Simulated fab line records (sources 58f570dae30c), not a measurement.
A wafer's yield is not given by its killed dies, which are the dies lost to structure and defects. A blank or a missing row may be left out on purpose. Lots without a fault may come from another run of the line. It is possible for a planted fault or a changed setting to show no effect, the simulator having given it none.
fab line records -- flow berkeley-cmos170
record lots=14, wafers=42, last-day=14
route steps=331 shown ZERO@12 NLDD@166 CONTACT@224
lots with no fault: from the same line, run without faults
start-h: hours from the record's first day to the start of the lot's first wafer shown -- wait-h: how many hours have passed since the lot's step before this one -- " same as the row above -- L1.1+2: a row that stands for several wafers -- - no value, or no start given -- * or withheld: withheld -- < > ~ a bound
route shown NAME@n: NAME is a module with steps in the file, n the number in the route of the first one -- usual: mean/standard deviation of fault-free wafers -- same: alike in all rows -- chamber/n: place in a boat -- sites: readings site by site -- _std_site: standard deviation across them -- _edge_site: the outer-site mean with the inner-site mean subtracted -- radius-mm: how far each site lies from the wafer's centre -- mask NAME#n: copy n -- behind: tool/chamber where the wafer was last shaped -- hold: cause of the lot's hold/its duration in hours/its outcome -- device: transistor that didn't switch, given as n, p or np -- end of line: the same wafers' tests at the end of the route -- a step with no rows: only its recipe -- killed: count of dies lost to structure and defects at first sort (not the wafer's yield) -- map: a wafer's dies, x killed, . not, _ none there
set.NAME: the setting the step ran with; set.NAME@STEP: the setting that earlier step ran with -- model.NAME: the simulator's own value behind a step, which no gauge read
the route's steps for a sample of lots (tables are steps, rows are wafers)
services: a tool's chamber out of use, with start hour (start-h, from the record's first day; less than 0 if before it), hours out, and reason
## steps
# step UCB170_ZERO_ETCH_06
# recipe chemistry=CHF3/CF4/Ar, target=SiO2, time-s=12, pressure-mtorr=100, rf-w=500, CHF3_flow_sccm=50, cf4-flow-sccm=10, Ar_flow_sccm=120, over-etch-frac=1.58
# usual drypump-motor-current-A=5.6/0.39, oes-product-au=0.620/0.0099, throttle-valve-pct=9.26/0.14
lot.wafer,tool,chamber,start-h,wait-h,drypump-motor-current-A,oes-product-au,rf-hours-counter-h,throttle-valve-pct
L922.1,rie-diel-01,3,18.68,-,5.0,0.602,45,9.25
L922.3,rie-diel-01,2,18.68,-,5.8,0.630,138,9.42
L922.4,rie-diel-01,1,18.68,-,5.2,0.616,-,9.30
L923.1,rie-diel-02,3,26.06,-,6.1,0.606,136,9.15
L923.2,rie-diel-02,0,26.06,-,5.3,0.619,114,9.07
L923.5,rie-diel-02,2,26.06,-,5.3,0.629,-,9.12
L924.1,rie-diel-01,0,33.93,-,6.1,0.622,100,9.18
L924.2,rie-diel-01,1,33.93,-,5.2,0.613,157,9.31
L924.5,rie-diel-01,2,33.93,-,5.9,0.630,-,9.41
L925.2,rie-diel-01,3,39.78,-,5.1,0.609,45,9.25
L925.4,rie-diel-01,2,39.78,-,5.8,0.630,139,9.40
L925.5,rie-diel-01,3,39.78,-,5.0,0.608,-,9.26
L928.2,rie-diel-02,1,52.30,-,5.3,0.631,11,9.04
L928.3,rie-diel-02,0,52.30,-,5.3,0.622,115,9.10
L928.4,rie-diel-02,2,52.30,-,5.3,0.624,103,9.12
L929.2,rie-diel-01,1,52.58,-,5.2,0.610,158,9.29
L929.3,rie-diel-01,0,52.58,-,6.1,0.622,101,9.18
L929.5,rie-diel-01,1,52.58,-,5.1,0.612,-,9.30
L931.1,rie-diel-01,0,68.28,-,6.1,0.626,102,9.21
L931.3,rie-diel-01,3,68.28,-,5.0,0.609,47,9.26
L931.4,rie-diel-01,1,68.28,-,5.2,0.607,158,9.28
L936.1,rie-diel-03,3,88.27,-,6.1,0.618,33,9.20
L936.3,rie-diel-03,2,88.27,-,6.1,0.625,118,9.50
L936.6,rie-diel-03,0,88.27,-,5.5,0.608,-,9.22
L937.1,rie-diel-03,3,96.74,-,6.0,0.622,33,9.19
L937.3,rie-diel-03,0,96.74,-,5.4,0.608,36,9.21
L937.5,rie-diel-03,2,96.74,-,6.1,0.616,-,9.50
L938.3,rie-diel-01,0,103.70,-,6.1,0.626,103,9.22
L938.4,rie-diel-01,3,103.70,-,5.1,0.605,49,9.26
L938.6,rie-diel-01,2,103.70,-,5.8,0.622,-,9.41
L940.3,rie-diel-01,2,115.39,-,5.8,0.622,143,9.42
L940.4,rie-diel-01,0,115.39,-,6.1,0.624,-,9.19
L940.5,rie-diel-01,3,115.39,-,5.0,0.607,-,9.26
L942.1,rie-diel-03,0,124.16,-,5.5,0.602,37,9.23
L942.3,rie-diel-03,1,124.16,-,5.5,0.626,78,9.51
L942.4,rie-diel-03,3,124.16,-,6.1,0.616,34,9.19
L944.1,rie-diel-01,2,134.09,-,5.8,0.623,144,9.42
L944.3,rie-diel-01,2,134.09,-,5.8,0.625,-,9.43
L944.5,rie-diel-01,2,134.09,-,5.8,0.635,-,9.43
L945.2,rie-diel-02,1,134.33,-,5.3,0.630,15,9.03
L945.3,rie-diel-02,3,134.33,-,6.1,0.612,142,9.15
L945.6,rie-diel-02,1,134.33,-,5.3,0.639,-,9.05
# step UCB170_NLDD_IMPLANT_08
# recipe species=As, dose-cm2=5e+13, energy-kev=30, tilt-deg=7, rotation-deg=0
# usual beam-energy-keV=30.002/0.01, tilt-deg=7.002/0.02
lot.wafer,tool,chamber,start-h,wait-h,beam-energy-keV,tilt-deg
L922.1,implanter-01,0,142.04,0.0,29.995,7.000
L922.3,implanter-01,0,142.04,0.0,29.992,6.965
L922.4,implanter-01,0,142.04,0.0,30.001,6.976
L923.1,implanter-01,0,167.21,0.0,30.009,7.000
L923.2,implanter-01,0,167.21,0.0,30.017,6.972
L923.5,implanter-01,0,167.21,0.0,29.995,6.971
L925.2,implanter-03,0,182.29,0.0,29.997,6.971
L925.4,implanter-03,0,182.29,0.0,29.983,6.999
L925.5,implanter-03,0,182.29,0.0,29.993,6.978
L924.1,implanter-04,0,182.72,0.0,30.000,7.017
L924.2,implanter-04,0,182.72,0.0,29.995,7.004
L924.5,implanter-04,0,182.72,0.0,30.010,7.009
L929.2,implanter-01,0,190.91,0.0,28.875,7.013
L929.3,implanter-01,0,190.91,0.0,28.881,7.024
L929.5,implanter-01,0,190.91,0.0,28.863,7.004
L928.2,implanter-01,0,191.91,0.0,28.862,7.040
L928.3,implanter-01,0,191.91,0.0,28.879,7.020
L928.4,implanter-01,0,191.91,0.0,28.859,6.996
L931.1,implanter-04,0,203.23,0.0,30.006,6.993
L931.3,implanter-04,0,203.23,0.0,30.015,7.018
L931.4,implanter-04,0,203.23,0.0,30.007,7.000
L936.1,implanter-03,0,227.99,0.0,30.016,7.045
L936.3,implanter-03,0,227.99,0.0,30.017,7.023
L936.6,implanter-03,0,227.99,0.0,30.013,7.027
L938.3,implanter-03,0,237.65,0.1,30.013,6.992
L938.4,implanter-03,0,237.65,0.1,29.996,7.022
L938.6,implanter-03,0,237.65,0.1,30.009,7.018
L937.1,implanter-04,0,238.09,0.0,29.996,6.998
L937.3,implanter-04,0,238.09,0.0,29.983,7.012
L937.5,implanter-04,0,238.09,0.0,29.992,7.004
L942.1,implanter-04,0,252.79,0.0,30.018,7.029
L942.3,implanter-04,0,252.79,0.0,29.988,7.014
L942.4,implanter-04,0,252.79,0.0,30.007,7.022
L940.3,implanter-03,0,253.55,0.1,29.987,6.975
L940.4,implanter-03,0,253.55,0.1,29.991,7.008
L940.5,implanter-03,0,253.55,0.1,29.993,7.006
L945.2,implanter-04,0,269.01,0.0,30.017,7.033
L945.3,implanter-04,0,269.01,0.0,30.029,7.014
L945.6,implanter-04,0,269.01,0.0,30.016,6.990
L944.1,implanter-03,0,299.72,0.0,30.006,7.019
L944.3,implanter-03,0,299.72,0.0,29.997,7.023
L944.5,implanter-03,0,299.72,0.0,30.013,7.032
# step UCB170_CONTACT_RTA_08
# recipe temp-c=900, time-s=10, ambient=N2
# usual lamp-power-pct=25.4/1.3, wafer_temp_C_max=903.1/0.77
lot.wafer,tool,chamber,start-h,wait-h,lamp-power-pct,wafer_temp_C_max
L922.1,rtp-anneal-01,0,158.62,0.0,23.7,902.8
L922.3,rtp-anneal-01,0,158.62,0.0,23.7,904.9
L922.4,rtp-anneal-01,0,158.62,0.0,23.6,904.8
L923.1,rtp-anneal-02,0,188.52,0.0,26.4,902.4
L923.2,rtp-anneal-02,0,188.52,0.0,26.4,902.6
L923.5,rtp-anneal-02,0,188.52,0.0,26.4,902.2
L924.1,rtp-anneal-02,0,204.63,0.0,26.5,902.0
L924.2,rtp-anneal-02,0,204.63,0.0,26.4,902.6
L924.5,rtp-anneal-02,0,204.63,0.0,26.4,903.9
L925.2,rtp-anneal-02,0,205.40,0.0,26.4,902.1
L925.4,rtp-anneal-02,0,205.40,0.0,26.4,902.7
L925.5,rtp-anneal-02,0,205.40,0.0,26.4,903.8
L928.2,rtp-anneal-02,0,208.62,0.0,26.4,904.2
L928.3,rtp-anneal-02,0,208.62,0.0,26.4,902.2
L928.4,rtp-anneal-02,0,208.62,0.0,26.4,902.3
L929.2,rtp-anneal-01,0,208.80,0.0,23.7,903.1
L929.3,rtp-anneal-01,0,208.80,0.0,23.6,903.0
L929.5,rtp-anneal-01,0,208.80,0.0,23.7,902.4
L931.1,rtp-anneal-01,0,217.16,0.0,23.7,903.2
L931.3,rtp-anneal-01,0,217.16,0.0,23.7,904.4
L931.4,rtp-anneal-01,0,217.16,0.0,23.7,904.4
L936.1,rtp-anneal-02,0,247.93,0.0,26.4,903.4
L936.3,rtp-anneal-02,0,247.93,0.0,26.4,903.5
L936.6,rtp-anneal-02,0,247.93,0.0,26.4,902.7
L937.1,rtp-anneal-01,0,257.74,0.0,23.7,903.3
L937.3,rtp-anneal-01,0,257.74,0.0,23.7,903.3
L937.5,rtp-anneal-01,0,257.74,0.0,23.7,903.4
L938.3,rtp-anneal-02,0,258.00,0.0,26.4,902.9
L938.4,rtp-anneal-02,0,258.00,0.0,26.4,903.6
L938.6,rtp-anneal-02,0,258.00,0.0,26.4,903.3
L940.3,rtp-anneal-01,0,269.57,0.0,23.6,903.3
L940.4,rtp-anneal-01,0,269.57,0.0,23.7,903.3
L940.5,rtp-anneal-01,0,269.57,0.0,23.7,904.0
L942.1,rtp-anneal-02,0,270.25,0.0,26.4,902.4
L942.3,rtp-anneal-02,0,270.25,0.0,26.4,903.2
L942.4,rtp-anneal-02,0,270.25,0.0,26.4,901.7
L945.2,rtp-anneal-01,0,290.03,0.0,23.7,903.7
L945.3,rtp-anneal-01,0,290.03,0.0,23.7,903.2
L945.6,rtp-anneal-01,0,290.03,0.0,23.7,904.5
L944.1,rtp-anneal-02,0,321.86,0.0,26.4,902.3
L944.3,rtp-anneal-02,0,321.86,0.0,26.4,903.0
L944.5,rtp-anneal-02,0,321.86,0.0,26.4,902.4
# step UCB170_CONTACT_CD_MEAS_90
# recipe target-cd-nm=700
# usual cd-nm=699.9/1.7
lot.wafer,tool,chamber,start-h,wait-h,cd-nm
L922.1,cd-sem-02,-,160.32,0.1,702.7
L922.3,cd-sem-02,-,160.32,0.1,700.6
L922.4,cd-sem-02,-,160.32,0.1,704.2
L923.1,cd-sem-02,-,189.98,0.1,699.6
L923.2,cd-sem-02,-,189.98,0.1,700.4
L923.5,cd-sem-02,-,189.98,0.1,700.9
L924.1,cd-sem-01,-,206.38,0.1,700.5
L924.2,cd-sem-01,-,206.38,0.1,699.1
L924.5,cd-sem-01,-,206.38,0.1,699.2
L925.2,cd-sem-02,-,206.87,0.1,698.8
L925.4,cd-sem-02,-,206.87,0.1,698.2
L925.5,cd-sem-02,-,206.87,0.1,696.7
L928.2,cd-sem-01,-,210.30,0.1,699.7
L928.3,cd-sem-01,-,210.30,0.1,701.6
L928.4,cd-sem-01,-,210.30,0.1,699.8
L929.2,cd-sem-02,-,210.40,0.1,700.7
L929.3,cd-sem-02,-,210.40,0.1,699.7
L929.5,cd-sem-02,-,210.40,0.1,700.7
L931.1,cd-sem-01,-,218.82,0.1,700.0
L931.3,cd-sem-01,-,218.82,0.1,703.2
L931.4,cd-sem-01,-,218.82,0.1,703.1
L936.1,cd-sem-01,-,250.11,0.1,697.6
L936.3,cd-sem-01,-,250.11,0.1,697.2
L936.6,cd-sem-01,-,250.11,0.1,699.0
L937.1,cd-sem-01,-,259.31,0.1,698.7
L937.3,cd-sem-01,-,259.31,0.1,700.7
L937.5,cd-sem-01,-,259.31,0.1,700.0
L938.3,cd-sem-01,-,259.89,0.1,701.1
L938.4,cd-sem-01,-,259.89,0.1,701.0
L938.6,cd-sem-01,-,259.89,0.1,700.6
L940.3,cd-sem-01,-,271.62,0.1,699.2
L940.4,cd-sem-01,-,271.62,0.1,698.2
L940.5,cd-sem-01,-,271.62,0.1,700.5
L942.1,cd-sem-01,-,271.74,0.1,700.0
L942.3,cd-sem-01,-,271.74,0.1,701.3
L942.4,cd-sem-01,-,271.74,0.1,698.1
L945.2,cd-sem-01,-,291.37,0.1,698.1
L945.3,cd-sem-01,-,291.37,0.1,696.0
L945.6,cd-sem-01,-,291.37,0.1,698.2
L944.1,cd-sem-01,-,323.64,0.1,699.8
L944.3,cd-sem-01,-,323.64,0.1,697.6
L944.5,cd-sem-01,-,323.64,0.1,699.9
## services
tool,chamber,start-h,hours,kind
implanter-01,-,11.78,3.5,pm
rie-diel-01,-,15.19,0.8,repair
rie-diel-01,0,15.95,7.5,repair
implanter-03,-,23.21,2.4,repair
rie-diel-01,1,25.73,4.7,repair
rie-diel-02,2,26.81,10.3,repair
implanter-03,-,61.63,1.3,repair
implanter-04,-,70.53,5.4,repair
implanter-03,-,78.98,0.5,repair
implanter-01,-,85.74,1.8,repair
rtp-anneal-01,-,94.81,0.7,pm
rie-diel-01,1,98.61,1.9,repair
rie-diel-01,3,118.75,5.9,repair
rie-diel-01,0,131.35,6.1,repair
rie-diel-01,3,132.31,2.5,repair
implanter-03,-,150.79,27.0,pm
rie-diel-01,3,166.88,7.9,repair
rie-diel-01,0,196.41,3.8,repair
implanter-01,-,278.82,0.9,repair
rtp-anneal-01,-,280.89,4.6,pm
implanter-01,-,280.99,31.1,pm
implanter-04,-,282.29,2.9,repair
implanter-04,-,301.97,1.0,repair
rie-diel-01,2,317.73,3.0,repair
## key
first-sign step=UCB170_NLDD_IMPLANT_08, reading=beam-energy-keV, direction=down, sigmas=99+, usual=30.002, struck=28.870
effect none on later readings
met-at UCB170_NLDD_IMPLANT_08
struck-lots L928,L929
tester-left-out L928,L929
not-acting-at UCB170_ZERO_ETCH_06,UCB170_CONTACT_RTA_08,UCB170_CONTACT_CD_MEAS_90
onset-between 167.21 190.91
fault kind=process-parameter-drift, tool=implanter-01, chamber=-, onset-h=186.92, steps=UCB170_NLDD_IMPLANT_08, channel=energy-kev, offset=-1.1341, shape=step, end-h=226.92, acts-in=these-recipes-only, stated=30
# tester-left-out: of these lots the tester's yield and bins aren't shown, on N5 and GAA mostly nor the transistor test; their killed dies are dies lost to structure and defects alone, not to doping, threshold or leakage, so they don't give the yield
